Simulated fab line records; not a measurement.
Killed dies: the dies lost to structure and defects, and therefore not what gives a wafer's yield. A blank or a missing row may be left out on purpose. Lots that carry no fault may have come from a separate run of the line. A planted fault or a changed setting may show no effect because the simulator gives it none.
fab line records	flow rit-cmos
[record] lots = 6	wafers = 18	last-day = 7
route steps=202 shown PSD@150 SDANNEAL@153 NSD@158 PLDD@159 NLDD@160 SILICIDE@161 M1@202
lots that met no fault: from a run of the same line without faults
start-h: the number of hours between the record's first day and the start of the first shown wafer of the lot	wait-h: time in hours since the lot's previous step	" unchanged from the row above	L1.1+2: one row covering several wafers at once	- no value present, or no start provided	* or withheld: withheld	< > ~ a bound
route shown NAME@n: NAME is a module with steps in the file, n the number in the route of the first one	usual: mean/standard deviation taken from wafers without a fault	same: alike in all rows	chamber/n: place in a boat	sites: each site's reading	_std_site: their standard deviation	_edge_site: the outer-site mean with the inner-site mean subtracted	radius-mm: how far each site lies from the wafer's centre	mask NAME#n: copy n	behind: the last tool/chamber to shape the wafer	hold: cause of the lot's hold/its duration in hours/its outcome	device: the n, p or np transistor that did not switch	end of line: the route-end tests of the same wafers	a step with no rows: only its recipe	killed: not the wafer's yield, but the dies lost to structure and defects at the first sort	map: dies across one wafer; x = killed, . = not, _ = none there
set.NAME: the setting as run; set.NAME@STEP: as run at that earlier step	model.NAME: the simulator's own value behind a step, which no gauge read
lots seen at some steps along the route; tables by step, rows by wafer
services: the hour from which a tool's chamber was out of use, counted from the record's first day as start-h (under 0 if before that day), plus the number of hours and why
[[steps]]
[step RIT_PSD_IMPLANT_08]
[recipe] species = BF2	energy-kev = 27	dose-cm2 = 5e+15	tilt-deg = 7
[step RIT_PSD_STRIP_09]
[recipe] chemistry = O2	time-s = 180	resist = NOVOLAK	platen-temp-c = withheld	power-w = 500	pressure-mtorr = 4000	o2-flow-sccm = 4000
[usual] drypump-motor-current-A = 5.8/0.41
lot.wafer	tool	chamber	start-h	wait-h	drypump-motor-current-A	rf-hours-counter-h
L634.1	plasma-asher-04	1	55.18	0.1	6.1	43
L634.2	"	0	"	"	6.3	43
L634.4	"	1	"	"	6.1	-
L636.1	plasma-asher-04	0	64.44	0.1	6.3	44
L636.4	"	0	"	"	6.3	-
L636.6	"	1	"	"	6.1	-
L647.2	plasma-asher-01	0	118.96	0.1	6.1	43
L647.3	"	0	"	"	6.1	-
L647.4	"	1	"	"	5.4	-
L649.1	plasma-asher-04	1	128.41	0.1	6.1	52
L649.2	"	0	"	"	6.3	52
L649.4	"	0	"	"	6.3	-
L654.2	plasma-asher-04	0	154.34	0.1	6.3	55
L654.3	"	1	"	"	6.1	-
L654.6	"	1	"	"	6.1	-
L656.2	plasma-asher-01	0	166.23	0.1	6.1	46
L656.4	"	0	"	"	6.2	-
L656.6	"	1	"	"	5.4	-
[step RIT_PSD_TW_MEAS_10]
[usual] PSD_TW = 3430/15
lot.wafer	tool	chamber	start-h	wait-h	PSD_TW
L634.1	film-metro-04	-	55.36	0.1	3426
L634.2	"	-	"	"	3440
L634.4	"	-	"	"	3441
L636.1	film-metro-04	-	64.62	0.1	3423
L636.4	"	-	"	"	3443
L636.6	"	-	"	"	3428
L647.2	film-metro-03	-	119.15	0.1	3436
L647.3	"	-	"	"	3419
L647.4	"	-	"	"	3422
L649.1	film-metro-03	-	128.58	0.1	3426
L649.2	"	-	"	"	3414
L649.4	"	-	"	"	3425
L654.2	film-metro-02	-	154.53	0.1	3465
L654.3	"	-	"	"	3453
L654.6	"	-	"	"	3458
L656.2	film-metro-02	-	166.41	0.1	3452
L656.4	"	-	"	"	3455
L656.6	"	-	"	"	3464
[step RIT_SDANNEAL_CLEAN_00]
[recipe] chemistry = SC1	mix = 3:3:50	time-s = 600	temp-c = 75
[step RIT_SDANNEAL_CLEAN_01]
[recipe] chemistry = dHF	dilution = 50:1	time-s = 30
[step RIT_SDANNEAL_CLEAN_02]
[recipe] chemistry = SC2	mix = 3:3:50	time-s = 600	temp-c = 75	dry = n2-spin
[step RIT_SDANNEAL_RTA_03]
[recipe] temp-c = 1050	time-s = 5	idle-temp-c = 600	ramp-up-c-per-s = 342	ramp-down-c-per-s = 171	cool-to-c = 600	ambient = N2
[usual] wafer_temp_C_max = 1053.5/1.1
lot.wafer	tool	chamber	start-h	wait-h	wafer_temp_C_max
L634.1	rtp-anneal-02	0	55.79	0.0	1053.2
L634.2	"	0	"	"	1052.8
L634.4	"	0	"	"	1054.3
L636.1	rtp-anneal-02	0	66.09	0.0	1054.0
L636.4	"	0	"	"	1052.1
L636.6	"	0	"	"	1052.8
L647.2	rtp-anneal-01	0	119.57	0.0	1054.5
L647.3	"	0	"	"	1053.9
L647.4	"	0	"	"	1054.1
L649.1	rtp-anneal-01	0	129.02	0.0	1052.2
L649.2	"	0	"	"	1053.1
L649.4	"	0	"	"	1052.1
L654.2	rtp-anneal-02	0	154.95	0.0	1053.6
L654.3	"	0	"	"	1053.8
L654.6	"	0	"	"	1053.1
L656.2	rtp-anneal-02	0	166.86	0.0	1055.0
L656.4	"	0	"	"	1053.0
L656.6	"	0	"	"	1057.5
[step RIT_SDANNEAL_RS_MEAS_04]
[recipe] thk-meas-gauge = four-point-probe
[usual] PSD_RS = 116.0/0.31
lot.wafer	tool	chamber	start-h	wait-h	PSD_RS[ohm/sq]
L634.1	film-metro-02	-	55.85	0.0	116.1
L634.2	"	-	"	"	116.2
L634.4	"	-	"	"	116.0
L636.1	film-metro-04	-	66.15	0.0	116.3
L636.4	"	-	"	"	116.4
L636.6	"	-	"	"	116.1
L647.2	film-metro-04	-	119.64	0.1	115.9
L647.3	"	-	"	"	116.4
L647.4	"	-	"	"	115.9
L649.1	film-metro-04	-	129.08	0.0	115.9
L649.2	"	-	"	"	115.7
L649.4	"	-	"	"	115.9
L654.2	film-metro-03	-	155.02	0.1	116.2
L654.3	"	-	"	"	116.0
L654.6	"	-	"	"	115.8
L656.2	film-metro-02	-	166.93	0.1	115.7
L656.4	"	-	"	"	115.6
L656.6	"	-	"	"	116.0
[step RIT_SDANNEAL_RS_MEAS_05]
[recipe] thk-meas-gauge = four-point-probe
[usual] NSD_RS = 84.68/0.29
lot.wafer	tool	chamber	start-h	wait-h	NSD_RS[ohm/sq]
L634.1	film-metro-02	-	55.97	0.1	84.76
L634.2	"	-	"	"	84.93
L634.4	"	-	"	"	84.82
L636.1	film-metro-04	-	66.27	0.1	84.52
L636.4	"	-	"	"	84.63
L636.6	"	-	"	"	84.59
L647.2	film-metro-04	-	119.76	0.1	84.82
L647.3	"	-	"	"	84.67
L647.4	"	-	"	"	85.10
L649.1	film-metro-04	-	129.20	0.1	84.64
L649.2	"	-	"	"	84.77
L649.4	"	-	"	"	84.28
L654.2	film-metro-03	-	155.14	0.1	84.35
L654.3	"	-	"	"	84.11
L654.6	"	-	"	"	83.87
L656.2	film-metro-02	-	167.05	0.1	84.75
L656.4	"	-	"	"	84.65
L656.6	"	-	"	"	84.59
[step RIT_SDANNEAL_RS_MEAS_06]
[recipe] thk-meas-gauge = four-point-probe
[usual] PLDD_RS = 178.9/0.47
lot.wafer	tool	chamber	start-h	wait-h	PLDD_RS[ohm/sq]
L634.1	film-metro-02	-	56.09	0.1	179.5
L634.2	"	-	"	"	179.3
L634.4	"	-	"	"	179.0
L636.1	film-metro-04	-	66.39	0.1	179.1
L636.4	"	-	"	"	178.6
L636.6	"	-	"	"	178.9
L647.2	film-metro-04	-	119.88	0.1	178.5
L647.3	"	-	"	"	179.0
L647.4	"	-	"	"	179.1
L649.1	film-metro-04	-	129.32	0.1	179.1
L649.2	"	-	"	"	178.9
L649.4	"	-	"	"	179.1
L654.2	film-metro-03	-	155.26	0.1	179.2
L654.3	"	-	"	"	178.3
L654.6	"	-	"	"	179.0
L656.2	film-metro-02	-	167.17	0.1	179.3
L656.4	"	-	"	"	179.2
L656.6	"	-	"	"	179.5
[step RIT_SDANNEAL_RS_MEAS_07]
[recipe] thk-meas-gauge = four-point-probe
[usual] NLDD_RS = 152.0/0.43
lot.wafer	tool	chamber	start-h	wait-h	NLDD_RS[ohm/sq]
L634.1	film-metro-02	-	56.21	0.1	151.4
L634.2	"	-	"	"	151.6
L634.4	"	-	"	"	151.4
L636.1	film-metro-04	-	66.51	0.1	152.1
L636.4	"	-	"	"	151.4
L636.6	"	-	"	"	151.9
L647.2	film-metro-04	-	120.00	0.1	151.5
L647.3	"	-	"	"	151.8
L647.4	"	-	"	"	152.1
L649.1	film-metro-04	-	129.44	0.1	152.6
L649.2	"	-	"	"	152.1
L649.4	"	-	"	"	152.6
L654.2	film-metro-03	-	155.38	0.1	151.7
L654.3	"	-	"	"	151.6
L654.6	"	-	"	"	151.5
L656.2	film-metro-02	-	167.29	0.1	151.8
L656.4	"	-	"	"	151.8
L656.6	"	-	"	"	151.4
[step RIT_SILICIDE_WET_ETCH_00]
[recipe] chemistry = BOE	target = SiO2	target-depth-nm = 14	time-s = 15	dry = n2-spin	dilution = 10:1	temp-c = 21.5
[step RIT_SILICIDE_SPUTTER_01]
[recipe] material = Ti	target-thk-nm = 30	power-w = 350	chamber-pressure-pa = 0.667	gas = Ar	time-s = 240	substrate-temp-c = 25
[usual] throttle-valve-pct = 30.0/0.96
lot.wafer	tool	chamber	start-h	wait-h	throttle-valve-pct	model.Ti_of_SILICIDE_SPUTTER_01.thk-nm
L634.1	pvd-sputter-02	-	56.34	0.0	28.4	30.51
L634.2	"	-	"	"	29.1	29.76
L634.4	"	-	"	"	31.6	29.94
L636.1	pvd-sputter-02	-	66.65	0.0	30.7	29.64
L636.4	"	-	"	"	28.8	29.81
L636.6	"	-	"	"	30.6	29.56
L647.2	pvd-sputter-02	-	120.11	0.0	28.4	44.09
L647.3	"	-	"	"	31.8	30.17
L647.4	"	-	"	"	30.7	29.35
L649.1	pvd-sputter-02	-	129.58	0.0	30.9	29.77
L649.2	"	-	"	"	31.8	30.66
L649.4	"	-	"	"	28.5	44.4
L654.2	pvd-sputter-03	-	155.49	0.0	30.8	29.58
L654.3	"	-	"	"	30.7	29.77
L654.6	"	-	"	"	30.3	29.95
L656.2	pvd-sputter-03	-	167.40	0.0	30.5	30.19
L656.4	"	-	"	"	29.9	30.17
L656.6	"	-	"	"	30.4	30
[step RIT_SILICIDE_RS_MEAS_02]
[recipe] thk-meas-gauge = four-point-probe	reads = Ti_of_SILICIDE_SPUTTER_01
[usual] SILICIDE_TI_RS = 47.8/0.95
lot.wafer	tool	chamber	start-h	wait-h	SILICIDE_TI_RS[ohm/sq]
L634.1	film-metro-03	-	56.49	0.1	46.8
L634.2	"	-	"	"	48.4
L634.4	"	-	"	"	48.0
L636.1	film-metro-03	-	66.80	0.1	48.6
L636.4	"	-	"	"	48.3
L636.6	"	-	"	"	48.8
L647.2	film-metro-02	-	120.28	0.1	29.9
L647.3	"	-	"	"	47.7
L647.4	"	-	"	"	49.4
L649.1	film-metro-03	-	129.73	0.1	48.4
L649.2	"	-	"	"	46.7
L649.4	"	-	"	"	29.5
L654.2	film-metro-01	-	155.66	0.1	48.6
L654.3	"	-	"	"	48.4
L654.6	"	-	"	"	48.0
L656.2	film-metro-03	-	167.57	0.1	47.4
L656.4	"	-	"	"	47.5
L656.6	"	-	"	"	47.9
[step RIT_SILICIDE_THK_MEAS_03]
[recipe] thk-meas-gauge = xrf	reads = Ti_of_SILICIDE_SPUTTER_01
[usual] SILICIDE_TI_THK = 30.0/0.49
lot.wafer	tool	chamber	start-h	wait-h	SILICIDE_TI_THK[nm]
L634.1	film-metro-03	-	56.61	0.1	30.5
L634.2	"	-	"	"	29.7
L634.4	"	-	"	"	29.9
L636.1	film-metro-03	-	66.92	0.1	29.5
L636.4	"	-	"	"	29.7
L636.6	"	-	"	"	29.5
L647.2	film-metro-02	-	120.39	0.1	44.0
L647.3	"	-	"	"	30.0
L647.4	"	-	"	"	29.2
L649.1	film-metro-03	-	129.85	0.1	29.5
L649.2	"	-	"	"	30.6
L649.4	"	-	"	"	44.0
L654.2	film-metro-01	-	155.77	0.1	29.6
L654.3	"	-	"	"	29.9
L654.6	"	-	"	"	29.9
L656.2	film-metro-03	-	167.68	0.1	30.1
L656.4	"	-	"	"	30.0
L656.6	"	-	"	"	30.0
[step RIT_SILICIDE_RTA_04]
[recipe] temp-c = 650	time-s = 10	idle-temp-c = 25	ramp-up-s = 5	ramp-down-s = 5	cool-to-c = 25	ambient = N2
[usual] wafer_temp_C_max = 652.9/1.2
lot.wafer	tool	chamber	start-h	wait-h	wafer_temp_C_max
L634.1	rtp-anneal-01	0	56.67	0.1	651.3
L634.2	"	0	"	"	652.4
L634.4	"	0	"	"	651.5
L636.1	rtp-anneal-01	0	66.98	0.1	651.3
L636.4	"	0	"	"	652.7
L636.6	"	0	"	"	651.1
L647.2	rtp-anneal-02	0	120.46	0.1	654.2
L647.3	"	0	"	"	653.7
L647.4	"	0	"	"	654.6
L649.1	rtp-anneal-02	0	129.91	0.1	653.8
L649.2	"	0	"	"	654.5
L649.4	"	0	"	"	654.4
L654.2	rtp-anneal-01	0	155.84	0.1	651.3
L654.3	"	0	"	"	651.8
L654.6	"	0	"	"	651.5
L656.2	rtp-anneal-01	0	167.74	0.1	651.2
L656.4	"	0	"	"	652.0
L656.6	"	0	"	"	651.6
[step RIT_M1_PROBE_99]
[usual] killed_at_M0_to_M3 = 0.0/0.12	killed-at-contacts = 0.1/0.23	killed-at-front-end = 7/3.1	killed-dies = 7/3.1	killed-on-rim = 1.9/1.3	killed-open = 3.4/2.1	killed-short = 3.5/2
[same] gross-dies = 264	killed_at_M4_up = 0	killed-at-back-side = 0	killed-at-other = 0
lot.wafer	tool	chamber	start-h	wait-h	killed_at_M0_to_M3	killed-at-contacts	killed-at-front-end	killed-dies	killed-on-rim	killed-open	killed-short	model.etest.contact-pplus.end-ohm-um	model.etest.npoly-line.line-ohm-um	model.etest.contact-nplus.end-ohm-um	model.etest.ppoly-line.line-ohm-um	model.etest.ppoly-line.width-nm	model.etest.npoly-line.width-nm	model.etest.pmos_0p15.gate-log10-a-cm2	model.etest.nmos-narrow.off-log10-a-um
L634.1	prober-01	-	63.27	0.1	0	0	3	3	1	1	2	44.81	160.3	42.4	154.8	104.6	103.2	-6.504	-13.25
L634.2	prober-01	-	63.32	0.1	0	0	8	8	1	4	4	44.18	161.1	42.21	155.9	106	105.6	-6.433	-13.29
L634.4	prober-01	-	63.42	0.2	0	0	2	2	2	0	2	43.86	159.6	40.8	152.5	106.4	105.5	-6.18	-13.2
L636.1	prober-01	-	75.10	0.1	0	0	7	7	3	5	2	45.61	168.4	42.7	163.1	103.6	102.2	-6.645	-13.26
L636.4	prober-01	-	75.25	0.2	0	0	5	5	3	3	2	45.5	164.5	42.76	159.7	103.9	103.2	-6.637	-13.26
L636.6	prober-01	-	75.35	0.2	0	0	6	6	3	2	4	46.21	175.3	41.99	166.8	101.2	99.73	-6.327	-13.24
L647.2	prober-01	-	127.05	0.1	0	0	7	7	3	3	4	62.59	148.8	61.39	142.4	92.48	91.85	-2.796	-9.795
L647.3	prober-01	-	127.10	0.2	1	0	8	9	1	3	6	42.59	171.2	42.21	165.3	99.29	99.09	-6.508	-13.18
L647.4	prober-01	-	127.15	0.2	0	0	5	5	3	2	3	41.55	172.9	41.52	166	100.7	99.67	-6.149	-13.17
L649.1	prober-01	-	136.42	0.1	0	0	10	10	0	6	4	45.7	161.6	42.41	157.5	106.7	106.1	-6.886	-13.28
L649.2	prober-01	-	136.47	0.1	0	0	3	3	0	1	2	45.97	161.8	43.42	155.8	104.3	103.5	-7.059	-13.24
L649.4	prober-01	-	136.57	0.2	0	0	8	8	3	2	6	69.4	140.4	64.16	137.9	95.43	95.21	-2.64	-9.639
L654.2	prober-02	-	162.41	0.1	0	0	5	5	1	3	2	43.15	165.1	41.1	160.5	104.3	102.7	-6.707	-13.22
L654.3	prober-02	-	162.46	0.2	0	1	7	8	2	5	3	43.37	165.6	43.33	162.4	104.4	103.8	-6.579	-13.21
L654.6	prober-02	-	162.61	0.2	0	0	11	11	3	5	6	43.86	162.8	41.81	156.8	104.9	104.2	-6.697	-13.14
L656.2	prober-02	-	174.39	0.1	0	1	4	5	1	2	3	44.4	162.6	41.58	158.2	104.9	104.7	-6.192	-13.04
L656.4	prober-02	-	174.49	0.2	0	0	6	6	1	4	2	44.77	159.5	41.22	156.7	106.2	104.6	-5.991	-13.2
L656.6	prober-02	-	174.59	0.2	0	0	4	4	2	1	3	44.27	166.3	40.41	158.3	104.8	104.1	-6.095	-13.21
// killed by level:class
L634.1 REOX:geometric-particle:short=2 REOX:geometric-particle:open=1
L634.2 GATE:geometric-particle:short=4 REOX:geometric-particle:open=2 FOX1:geometric-particle:open=1 SPACER:geometric-particle:open=1
L634.4 FOX1:geometric-particle:short=1 GATE:geometric-particle:short=1
L636.1 GATE:geometric-particle:open=2 FOX2:geometric-particle:open=1 GATE:geometric-particle:short=1 REOX:geometric-particle:open=1 SPACER:geometric-particle:short=1 SPACER:geometric-particle:open=1
L636.4 GATE:geometric-particle:open=2 SILICIDE:geometric-particle:short=2 REOX:geometric-particle:open=1
L636.6 FOX1:geometric-particle:short=3 GATE:geometric-particle:open=1 REOX:geometric-particle:short=1 SPACER:geometric-particle:open=1
L647.2 GATE:geometric-particle:short=2 GATE:geometric-particle:open=2 REOX:geometric-particle:open=1 SPACER:geometric-particle:short=1 SILICIDE:geometric-particle:short=1
L647.3 GATE:geometric-particle:short=2 FOX2:geometric-particle:short=1 GATE:geometric-particle:open=1 SPACER:geometric-particle:short=1 SPACER:geometric-particle:open=1 SILICIDE:geometric-particle:short=1 SILICIDE:geometric-particle:open=1 M1:geometric-particle:short=1
L647.4 GATE:geometric-particle:short=3 FOX1:geometric-particle:open=1 SPACER:geometric-particle:open=1
L649.1 GATE:geometric-particle:short=3 GATE:geometric-particle:open=3 FOX1:geometric-particle:open=2 REOX:geometric-particle:short=1 SILICIDE:geometric-particle:open=1
L649.2 FOX1:geometric-particle:open=1 FOX1:geometric-particle:short=1 SILICIDE:geometric-particle:short=1
L649.4 GATE:geometric-particle:short=2 SPACER:geometric-particle:short=2 FOX2:geometric-particle:open=1 FOX2:geometric-particle:short=1 GATE:geometric-particle:open=1 SILICIDE:geometric-particle:short=1
L654.2 GATE:geometric-particle:open=2 GATE:geometric-particle:short=1 SPACER:geometric-particle:open=1 SILICIDE:geometric-particle:short=1
L654.3 SPACER:geometric-particle:short=2 GATE:geometric-particle:short=1 GATE:geometric-particle:open=1 REOX:geometric-particle:open=1 SPACER:geometric-particle:open=1 SILICIDE:geometric-particle:open=1 CONTACT:geometric-particle:open=1
L654.6 GATE:geometric-particle:short=6 GATE:geometric-particle:open=3 SPACER:geometric-particle:open=2
L656.2 FOX1:geometric-particle:short=1 GATE:geometric-particle:open=1 REOX:geometric-particle:short=1 SILICIDE:geometric-particle:short=1 CONTACT:geometric-particle:open=1
L656.4 GATE:geometric-particle:open=3 REOX:geometric-particle:short=1 SPACER:geometric-particle:open=1 SILICIDE:geometric-particle:short=1
L656.6 SILICIDE:geometric-particle:short=2 FOX1:geometric-particle:short=1 SILICIDE:geometric-particle:open=1
[[services]]
tool	chamber	start-h	hours	kind
plasma-asher-01	-	46.76	12.8	repair
pvd-sputter-02	-	47.12	5.9	repair
pvd-sputter-02	-	72.27	1.3	repair
pvd-sputter-02	-	112.42	6.0	repair
plasma-asher-01	-	120.14	15.6	pm
plasma-asher-04	-	143.73	0.8	repair
[[key]]
[first-sign] step = RIT_SILICIDE_RS_MEAS_02	reading = SILICIDE_TI_RS	direction = down	sigmas = 19	usual = 47.8	struck = 29.7
[effect] step = RIT_SILICIDE_THK_MEAS_03	reading = SILICIDE_TI_THK	direction = up	sigmas = 29	usual = 30.0	struck = 44.0
[model-effect] step = RIT_SILICIDE_SPUTTER_01	value = Ti_of_SILICIDE_SPUTTER_01.thk-nm	without = 30.75	struck = 44.25
[model-effect] step = RIT_M1_PROBE_99	value = etest.contact-pplus.end-ohm-um	without = 44.83	struck = 66
met-at RIT_SILICIDE_SPUTTER_01
struck-wafers L647.2,L649.4
tester-left-out L647,L649
[loop-trim] step = RIT_M1_EXPOSE_06	setting = dose	lots = L647,L649
onset-between 56.34 120.11
[fault] kind = process-parameter-drift	tool = pvd-sputter-02	chamber = -	onset-h = 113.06	steps = RIT_SILICIDE_SPUTTER_01	channel = target-thk-nm	offset = 13.5	shape = step	end-h = 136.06	stated = 30	scope = struck-wafers-only
// tester-left-out: of these lots the tester's yield and bins aren't shown, on N5 and GAA mostly nor the transistor test; their killed dies are dies lost to structure and defects alone, not to doping, threshold or leakage, so they don't give the yield
// loop-trim: a control loop set the setting to another value than it would have without faults
